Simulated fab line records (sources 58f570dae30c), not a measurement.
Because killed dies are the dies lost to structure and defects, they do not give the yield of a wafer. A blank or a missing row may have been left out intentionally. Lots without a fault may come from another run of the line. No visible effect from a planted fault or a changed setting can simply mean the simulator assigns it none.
fab line records / flow berkeley_cmos170
record lots=7 wafers=21 last_day=13
route steps=331 shown PFIELD@80 FIELD@89
lots untouched by any fault: they come from a run of this same line in which no faults occurred
start_h: hours from the record's opening day to when the first of the lot's shown wafers began / wait_h: how many hours have passed since the lot's step before this one / " unchanged from the row above / L1.1+2: a row that stands for several wafers / - no value present, or no start provided / * or withheld: withheld / < > ~ a bound
route shown NAME@n: names a module that has steps shown in the file, with the first one's number in the route / usual: mean and standard deviation over wafers with no fault / same: alike in all rows / chamber/n: place in a boat / sites: the reading at each site / _std_site: standard deviation across them / _edge_site: outer sites' mean less inner sites' / radius_mm: how far each site lies from the wafer's centre / mask NAME#n: copy n / behind: tool/chamber where the wafer was last shaped / hold: cause of the lot's hold/its duration in hours/its outcome / device: names the non-switching transistor (n, p or np) / end of line: tests of these same wafers at the route's end / for a step that has no rows: nothing shown but its recipe / killed: at the first sort, the dies lost to defects and structure; wafer yield is something else / map: per-die view of a wafer (x killed, . not killed, _ where there is no die)
set.NAME: the setting as run; set.NAME@STEP: as run at that earlier step / model.NAME: the simulator's own value behind a step, which no gauge read
certain route steps with their lots: each step a table, each wafer a row
services: the hour from which a tool's chamber was out of use, counted from the record's first day as start_h (under 0 if before that day), plus the number of hours and why
## steps
# step UCB170_PFIELD_COAT_01
# recipe resist=KrF spin_rpm=1500 resist_thk_nm=900
# step UCB170_PFIELD_SOFTBAKE_02
# recipe resist=KrF temp_c=130 time_s=60
# step UCB170_PFIELD_EXPOSE_03
# recipe mask_id=PFIELD na=0.5 sigma_outer=0.6 source_shape=conventional target_cd_nm=1500 dose_mj=30
# step UCB170_PFIELD_PEB_04
# recipe peb_temp_c=130 peb_time_s=withheld resist=KrF
# step UCB170_PFIELD_DEVELOP_05
# recipe developer=TMAH develop_time_s=45 resist=KrF dev_temp_c=21
# step UCB170_PFIELD_OVL_MEAS_06
# usual PFIELD_OVL=1/6.5
lot.wafer=L953.3 tool=overlay-01 chamber=- start_h=111.15 wait_h=- PFIELD_OVL[nm]=7
lot.wafer=L953.4 tool=overlay-01 chamber=- start_h=111.15 wait_h=- PFIELD_OVL[nm]=3
lot.wafer=L953.5 tool=overlay-01 chamber=- start_h=111.15 wait_h=- PFIELD_OVL[nm]=10
lot.wafer=L958.2 tool=overlay-01 chamber=- start_h=123.06 wait_h=- PFIELD_OVL[nm]=0
lot.wafer=L958.4 tool=overlay-01 chamber=- start_h=123.06 wait_h=- PFIELD_OVL[nm]=7
lot.wafer=L958.5 tool=overlay-01 chamber=- start_h=123.06 wait_h=- PFIELD_OVL[nm]=14
lot.wafer=L959.1 tool=overlay-02 chamber=- start_h=135.09 wait_h=- PFIELD_OVL[nm]=-7
lot.wafer=L959.2 tool=overlay-02 chamber=- start_h=135.09 wait_h=- PFIELD_OVL[nm]=-4
lot.wafer=L959.4 tool=overlay-02 chamber=- start_h=135.09 wait_h=- PFIELD_OVL[nm]=-7
lot.wafer=L960.1 tool=overlay-02 chamber=- start_h=152.86 wait_h=- PFIELD_OVL[nm]=4
lot.wafer=L960.4 tool=overlay-02 chamber=- start_h=152.86 wait_h=- PFIELD_OVL[nm]=-4
lot.wafer=L960.6 tool=overlay-02 chamber=- start_h=152.86 wait_h=- PFIELD_OVL[nm]=-6
lot.wafer=L961.1 tool=overlay-02 chamber=- start_h=153.13 wait_h=- PFIELD_OVL[nm]=-3
lot.wafer=L961.3 tool=overlay-02 chamber=- start_h=153.13 wait_h=- PFIELD_OVL[nm]=-9
lot.wafer=L961.5 tool=overlay-02 chamber=- start_h=153.13 wait_h=- PFIELD_OVL[nm]=-2
lot.wafer=L968.3 tool=overlay-01 chamber=- start_h=182.13 wait_h=- PFIELD_OVL[nm]=-3
lot.wafer=L968.4 tool=overlay-01 chamber=- start_h=182.13 wait_h=- PFIELD_OVL[nm]=0
lot.wafer=L968.5 tool=overlay-01 chamber=- start_h=182.13 wait_h=- PFIELD_OVL[nm]=1
lot.wafer=L970.1 tool=overlay-01 chamber=- start_h=205.40 wait_h=- PFIELD_OVL[nm]=-5
lot.wafer=L970.4 tool=overlay-01 chamber=- start_h=205.40 wait_h=- PFIELD_OVL[nm]=-1
lot.wafer=L970.5 tool=overlay-01 chamber=- start_h=205.40 wait_h=- PFIELD_OVL[nm]=-9
# step UCB170_PFIELD_IMPLANT_07
# recipe species=B dose_cm2=2e+13 energy_kev=80 tilt_deg=7
# step UCB170_PFIELD_STRIP_08
# recipe chemistry=O2 power_w=400 pressure_mtorr=3500 platen_temp_c=withheld o2_flow_sccm=400 overash_fraction=0.5
# usual drypump_motor_current_A=6.06/0.19 oes_product_au=0.735/0.0042 strip_time_to_endpoint_s=21.63/0.057
lot.wafer=L953.3 tool=plasma_asher-02 chamber=0 start_h=111.35 wait_h=0.1 drypump_motor_current_A=6.41 oes_product_au=0.740 rf_hours_counter_h=- strip_time_to_endpoint_s=21.64
lot.wafer=L953.4 tool=plasma_asher-02 chamber=1 start_h=111.35 wait_h=0.1 drypump_motor_current_A=5.89 oes_product_au=0.736 rf_hours_counter_h=- strip_time_to_endpoint_s=21.61
lot.wafer=L953.5 tool=plasma_asher-02 chamber=0 start_h=111.35 wait_h=0.1 drypump_motor_current_A=6.42 oes_product_au=0.731 rf_hours_counter_h=- strip_time_to_endpoint_s=21.61
lot.wafer=L958.2 tool=plasma_asher-03 chamber=1 start_h=123.24 wait_h=0.1 drypump_motor_current_A=5.97 oes_product_au=0.729 rf_hours_counter_h=35 strip_time_to_endpoint_s=21.60
lot.wafer=L958.4 tool=plasma_asher-03 chamber=1 start_h=123.24 wait_h=0.1 drypump_motor_current_A=5.97 oes_product_au=0.738 rf_hours_counter_h=- strip_time_to_endpoint_s=21.57
lot.wafer=L958.5 tool=plasma_asher-03 chamber=1 start_h=123.24 wait_h=0.1 drypump_motor_current_A=5.97 oes_product_au=0.734 rf_hours_counter_h=- strip_time_to_endpoint_s=21.61
lot.wafer=L959.1 tool=plasma_asher-02 chamber=1 start_h=135.27 wait_h=0.1 drypump_motor_current_A=5.88 oes_product_au=0.737 rf_hours_counter_h=42 strip_time_to_endpoint_s=21.66
lot.wafer=L959.2 tool=plasma_asher-02 chamber=0 start_h=135.27 wait_h=0.1 drypump_motor_current_A=6.39 oes_product_au=0.729 rf_hours_counter_h=42 strip_time_to_endpoint_s=21.60
lot.wafer=L959.4 tool=plasma_asher-02 chamber=0 start_h=135.27 wait_h=0.1 drypump_motor_current_A=6.37 oes_product_au=0.734 rf_hours_counter_h=- strip_time_to_endpoint_s=21.64
lot.wafer=L960.1 tool=plasma_asher-02 chamber=0 start_h=153.04 wait_h=0.1 drypump_motor_current_A=6.42 oes_product_au=0.734 rf_hours_counter_h=44 strip_time_to_endpoint_s=21.56
lot.wafer=L960.4 tool=plasma_asher-02 chamber=0 start_h=153.04 wait_h=0.1 drypump_motor_current_A=6.41 oes_product_au=0.736 rf_hours_counter_h=- strip_time_to_endpoint_s=21.61
lot.wafer=L960.6 tool=plasma_asher-02 chamber=1 start_h=153.04 wait_h=0.1 drypump_motor_current_A=5.90 oes_product_au=0.731 rf_hours_counter_h=- strip_time_to_endpoint_s=21.64
lot.wafer=L961.1 tool=plasma_asher-01 chamber=0 start_h=153.32 wait_h=0.1 drypump_motor_current_A=5.92 oes_product_au=0.730 rf_hours_counter_h=2 strip_time_to_endpoint_s=21.58
lot.wafer=L961.3 tool=plasma_asher-01 chamber=0 start_h=153.32 wait_h=0.1 drypump_motor_current_A=5.96 oes_product_au=0.734 rf_hours_counter_h=- strip_time_to_endpoint_s=21.56
lot.wafer=L961.5 tool=plasma_asher-01 chamber=0 start_h=153.32 wait_h=0.1 drypump_motor_current_A=5.94 oes_product_au=0.737 rf_hours_counter_h=- strip_time_to_endpoint_s=21.57
lot.wafer=L968.3 tool=plasma_asher-03 chamber=0 start_h=182.33 wait_h=0.1 drypump_motor_current_A=5.98 oes_product_au=0.728 rf_hours_counter_h=- strip_time_to_endpoint_s=21.64
lot.wafer=L968.4 tool=plasma_asher-03 chamber=1 start_h=182.33 wait_h=0.1 drypump_motor_current_A=5.96 oes_product_au=0.736 rf_hours_counter_h=- strip_time_to_endpoint_s=21.64
lot.wafer=L968.5 tool=plasma_asher-03 chamber=1 start_h=182.33 wait_h=0.1 drypump_motor_current_A=5.94 oes_product_au=0.731 rf_hours_counter_h=- strip_time_to_endpoint_s=21.72
lot.wafer=L970.1 tool=plasma_asher-03 chamber=0 start_h=205.59 wait_h=0.1 drypump_motor_current_A=5.98 oes_product_au=0.736 rf_hours_counter_h=45 strip_time_to_endpoint_s=21.65
lot.wafer=L970.4 tool=plasma_asher-03 chamber=1 start_h=205.59 wait_h=0.1 drypump_motor_current_A=5.96 oes_product_au=0.739 rf_hours_counter_h=- strip_time_to_endpoint_s=21.55
lot.wafer=L970.5 tool=plasma_asher-03 chamber=0 start_h=205.59 wait_h=0.1 drypump_motor_current_A=5.98 oes_product_au=0.736 rf_hours_counter_h=- strip_time_to_endpoint_s=21.65
# step UCB170_PFIELD_TW_MEAS_09
# usual PFIELD_TW=604/4.8
lot.wafer=L953.3 tool=film_metro-03 chamber=- start_h=111.44 wait_h=0.1 PFIELD_TW=598
lot.wafer=L953.4 tool=film_metro-03 chamber=- start_h=111.44 wait_h=0.1 PFIELD_TW=601
lot.wafer=L953.5 tool=film_metro-03 chamber=- start_h=111.44 wait_h=0.1 PFIELD_TW=601
lot.wafer=L958.2 tool=film_metro-03 chamber=- start_h=123.35 wait_h=0.1 PFIELD_TW=597
lot.wafer=L958.4 tool=film_metro-03 chamber=- start_h=123.35 wait_h=0.1 PFIELD_TW=599
lot.wafer=L958.5 tool=film_metro-03 chamber=- start_h=123.35 wait_h=0.1 PFIELD_TW=601
lot.wafer=L959.1 tool=film_metro-03 chamber=- start_h=135.37 wait_h=0.1 PFIELD_TW=597
lot.wafer=L959.2 tool=film_metro-03 chamber=- start_h=135.37 wait_h=0.1 PFIELD_TW=598
lot.wafer=L959.4 tool=film_metro-03 chamber=- start_h=135.37 wait_h=0.1 PFIELD_TW=597
lot.wafer=L960.1 tool=film_metro-01 chamber=- start_h=153.14 wait_h=0.1 PFIELD_TW=610
lot.wafer=L960.4 tool=film_metro-01 chamber=- start_h=153.14 wait_h=0.1 PFIELD_TW=612
lot.wafer=L960.6 tool=film_metro-01 chamber=- start_h=153.14 wait_h=0.1 PFIELD_TW=607
lot.wafer=L961.1 tool=film_metro-03 chamber=- start_h=153.42 wait_h=0.1 PFIELD_TW=600
lot.wafer=L961.3 tool=film_metro-03 chamber=- start_h=153.42 wait_h=0.1 PFIELD_TW=593
lot.wafer=L961.5 tool=film_metro-03 chamber=- start_h=153.42 wait_h=0.1 PFIELD_TW=596
lot.wafer=L968.3 tool=film_metro-01 chamber=- start_h=182.42 wait_h=0.1 PFIELD_TW=609
lot.wafer=L968.4 tool=film_metro-01 chamber=- start_h=182.42 wait_h=0.1 PFIELD_TW=609
lot.wafer=L968.5 tool=film_metro-01 chamber=- start_h=182.42 wait_h=0.1 PFIELD_TW=608
lot.wafer=L970.1 tool=film_metro-02 chamber=- start_h=205.69 wait_h=0.1 PFIELD_TW=608
lot.wafer=L970.4 tool=film_metro-02 chamber=- start_h=205.69 wait_h=0.1 PFIELD_TW=610
lot.wafer=L970.5 tool=film_metro-02 chamber=- start_h=205.69 wait_h=0.1 PFIELD_TW=606
# step UCB170_FIELD_CLEAN_00
# recipe chemistry=dHF dilution=25:1 time_s=7.5
# step UCB170_FIELD_OXIDATION_01
# recipe temp_c=1000 ambient=H2O p_h2o_torr=584.62 target_thk_a=5583 ox_time_s=7200
# step UCB170_FIELD_THK_MEAS_02
# recipe reads=SiO2_of_FIELD_OXIDATION_01
# usual FIELD_OXIDE_THK=556/11
lot.wafer=L953.3 tool=film_metro-02 chamber=- start_h=117.41 wait_h=0.1 FIELD_OXIDE_THK[nm]=540
lot.wafer=L953.4 tool=film_metro-02 chamber=- start_h=117.41 wait_h=0.1 FIELD_OXIDE_THK[nm]=543
lot.wafer=L953.5 tool=film_metro-02 chamber=- start_h=117.41 wait_h=0.1 FIELD_OXIDE_THK[nm]=546
lot.wafer=L958.2 tool=film_metro-04 chamber=- start_h=132.79 wait_h=0.0 FIELD_OXIDE_THK[nm]=550
lot.wafer=L958.4 tool=film_metro-04 chamber=- start_h=132.79 wait_h=0.0 FIELD_OXIDE_THK[nm]=549
lot.wafer=L958.5 tool=film_metro-04 chamber=- start_h=132.79 wait_h=0.0 FIELD_OXIDE_THK[nm]=550
lot.wafer=L959.1 tool=film_metro-03 chamber=- start_h=145.40 wait_h=0.0 FIELD_OXIDE_THK[nm]=558
lot.wafer=L959.2 tool=film_metro-03 chamber=- start_h=145.40 wait_h=0.0 FIELD_OXIDE_THK[nm]=545
lot.wafer=L959.4 tool=film_metro-03 chamber=- start_h=145.40 wait_h=0.0 FIELD_OXIDE_THK[nm]=551
lot.wafer=L960.1 tool=film_metro-04 chamber=- start_h=159.53 wait_h=0.0 FIELD_OXIDE_THK[nm]=571
lot.wafer=L960.4 tool=film_metro-04 chamber=- start_h=159.53 wait_h=0.0 FIELD_OXIDE_THK[nm]=555
lot.wafer=L960.6 tool=film_metro-04 chamber=- start_h=159.53 wait_h=0.0 FIELD_OXIDE_THK[nm]=561
lot.wafer=L961.1 tool=film_metro-02 chamber=- start_h=159.58 wait_h=0.0 FIELD_OXIDE_THK[nm]=563
lot.wafer=L961.3 tool=film_metro-02 chamber=- start_h=159.58 wait_h=0.0 FIELD_OXIDE_THK[nm]=561
lot.wafer=L961.5 tool=film_metro-02 chamber=- start_h=159.58 wait_h=0.0 FIELD_OXIDE_THK[nm]=562
lot.wafer=L968.3 tool=film_metro-04 chamber=- start_h=190.16 wait_h=0.0 FIELD_OXIDE_THK[nm]=566
lot.wafer=L968.4 tool=film_metro-04 chamber=- start_h=190.16 wait_h=0.0 FIELD_OXIDE_THK[nm]=554
lot.wafer=L968.5 tool=film_metro-04 chamber=- start_h=190.16 wait_h=0.0 FIELD_OXIDE_THK[nm]=558
lot.wafer=L970.1 tool=film_metro-04 chamber=- start_h=214.39 wait_h=0.0 FIELD_OXIDE_THK[nm]=550
lot.wafer=L970.4 tool=film_metro-04 chamber=- start_h=214.39 wait_h=0.0 FIELD_OXIDE_THK[nm]=563
lot.wafer=L970.5 tool=film_metro-04 chamber=- start_h=214.39 wait_h=0.0 FIELD_OXIDE_THK[nm]=558
# step UCB170_FIELD_ANNEAL_03
# recipe temp_c=1000 time_s=1200 ambient=N2
# usual spike_tc_centre_C=1003.3/1.4 spike_tc_load_C=1027.5/2.6 zone_power_source_pct=32.3/1.9
lot.wafer=L953.3 tool=furnace-04 chamber=0 start_h=121.52 wait_h=4.1 spike_tc_centre_C=1003.4 spike_tc_load_C=1032.3 zone_power_source_pct=34.1
lot.wafer=L953.4 tool=furnace-04 chamber=0 start_h=121.52 wait_h=4.1 spike_tc_centre_C=1003.4 spike_tc_load_C=1030.8 zone_power_source_pct=34.4
lot.wafer=L953.5 tool=furnace-04 chamber=0 start_h=121.52 wait_h=4.1 spike_tc_centre_C=1003.8 spike_tc_load_C=1031.1 zone_power_source_pct=34.9
lot.wafer=L958.2 tool=furnace-01 chamber=0 start_h=140.78 wait_h=8.0 spike_tc_centre_C=1002.8 spike_tc_load_C=1027.2 zone_power_source_pct=30.2
lot.wafer=L958.4 tool=furnace-01 chamber=0 start_h=140.78 wait_h=8.0 spike_tc_centre_C=1003.9 spike_tc_load_C=1027.4 zone_power_source_pct=30.6
lot.wafer=L958.5 tool=furnace-01 chamber=0 start_h=140.78 wait_h=8.0 spike_tc_centre_C=1004.2 spike_tc_load_C=1027.5 zone_power_source_pct=30.4
lot.wafer=L959.1 tool=furnace-01 chamber=- start_h=149.13 wait_h=3.7 spike_tc_centre_C=- spike_tc_load_C=- zone_power_source_pct=-
lot.wafer=L959.2 tool=furnace-01 chamber=- start_h=149.13 wait_h=3.7 spike_tc_centre_C=- spike_tc_load_C=- zone_power_source_pct=-
lot.wafer=L959.4 tool=furnace-01 chamber=- start_h=149.13 wait_h=3.7 spike_tc_centre_C=- spike_tc_load_C=- zone_power_source_pct=-
lot.wafer=L960.1 tool=furnace-01 chamber=- start_h=163.13 wait_h=3.6 spike_tc_centre_C=- spike_tc_load_C=- zone_power_source_pct=-
lot.wafer=L960.4 tool=furnace-01 chamber=- start_h=163.13 wait_h=3.6 spike_tc_centre_C=- spike_tc_load_C=- zone_power_source_pct=-
lot.wafer=L960.6 tool=furnace-01 chamber=- start_h=163.13 wait_h=3.6 spike_tc_centre_C=- spike_tc_load_C=- zone_power_source_pct=-
lot.wafer=L961.1 tool=furnace-01 chamber=- start_h=163.13 wait_h=3.5 spike_tc_centre_C=- spike_tc_load_C=- zone_power_source_pct=-
lot.wafer=L961.3 tool=furnace-01 chamber=- start_h=163.13 wait_h=3.5 spike_tc_centre_C=- spike_tc_load_C=- zone_power_source_pct=-
lot.wafer=L961.5 tool=furnace-01 chamber=- start_h=163.13 wait_h=3.5 spike_tc_centre_C=- spike_tc_load_C=- zone_power_source_pct=-
lot.wafer=L968.3 tool=furnace-01 chamber=0 start_h=195.56 wait_h=5.4 spike_tc_centre_C=1003.2 spike_tc_load_C=1026.6 zone_power_source_pct=29.9
lot.wafer=L968.4 tool=furnace-01 chamber=0 start_h=195.56 wait_h=5.4 spike_tc_centre_C=1002.0 spike_tc_load_C=1028.0 zone_power_source_pct=30.6
lot.wafer=L968.5 tool=furnace-01 chamber=0 start_h=195.56 wait_h=5.4 spike_tc_centre_C=1003.5 spike_tc_load_C=1027.2 zone_power_source_pct=30.3
lot.wafer=L970.1 tool=furnace-02 chamber=0 start_h=220.01 wait_h=5.6 spike_tc_centre_C=1001.6 spike_tc_load_C=1024.4 zone_power_source_pct=33.8
lot.wafer=L970.4 tool=furnace-02 chamber=0 start_h=220.01 wait_h=5.6 spike_tc_centre_C=1003.4 spike_tc_load_C=1023.4 zone_power_source_pct=34.1
lot.wafer=L970.5 tool=furnace-02 chamber=0 start_h=220.01 wait_h=5.6 spike_tc_centre_C=1001.6 spike_tc_load_C=1025.1 zone_power_source_pct=33.4
# step UCB170_FIELD_WET_ETCH_04
# recipe chemistry=dHF dilution=10:1 target=SiO2 temp_c=25 time_s=60
## services
tool=plasma_asher-03 chamber=- start_h=99.74 hours=2.0 kind=repair
tool=plasma_asher-01 chamber=- start_h=108.75 hours=9.0 kind=pm
tool=plasma_asher-01 chamber=0 start_h=108.75 hours=9.0 kind=vent_cycle
tool=plasma_asher-01 chamber=1 start_h=108.75 hours=9.0 kind=vent_cycle
tool=plasma_asher-01 chamber=0 start_h=117.75 hours=- kind=clean
tool=plasma_asher-01 chamber=1 start_h=117.75 hours=- kind=clean
tool=plasma_asher-03 chamber=- start_h=119.63 hours=2.8 kind=pm
tool=plasma_asher-01 chamber=- start_h=133.86 hours=14.6 kind=pm
tool=furnace-01 chamber=- start_h=148.05 hours=1.0 kind=repair
tool=plasma_asher-02 chamber=- start_h=159.91 hours=15.6 kind=pm
tool=furnace-02 chamber=- start_h=187.85 hours=3.6 kind=pm
tool=furnace-01 chamber=- start_h=204.33 hours=3.7 kind=pm
tool=plasma_asher-02 chamber=- start_h=207.04 hours=11.3 kind=repair
tool=plasma_asher-01 chamber=- start_h=213.28 hours=0.9 kind=repair
## key
first_sign step=UCB170_FIELD_ANNEAL_03 reading=tool_record direction=missing
effect none on later readings
met_at UCB170_FIELD_ANNEAL_03
struck_wafers L959.1,L959.2,L959.4,L960.1,L960.4,L960.6,L961.1,L961.3,L961.5
later_rows_left_out L959.1,L959.2,L959.4,L960.1,L960.4,L960.6,L961.1,L961.3,L961.5
sort_left_out L959.1,L959.2,L959.4,L960.1,L960.4,L960.6,L961.1,L961.3,L961.5
tester_left_out L959,L960,L961
onset_between 140.78 149.13
fault kind=skipped_step_whole tool=furnace-01 chamber=- onset_h=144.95 steps=UCB170_FIELD_ANNEAL_03 scope=struck_lots_only
# tester_left_out: of these lots the tester's yield and bins aren't shown, on N5 and GAA mostly nor the transistor test; their killed dies are dies lost to structure and defects alone, not to doping, threshold or leakage, so they don't give the yield
# sort_left_out: the simulated sort isn't trusted on such a fault, so these wafers' sort isn't shown, and their yield isn't known
# later_rows_left_out: the simulator's readings of these wafers behind a module that went badly wrong aren't trusted and aren't shown, but for the sort
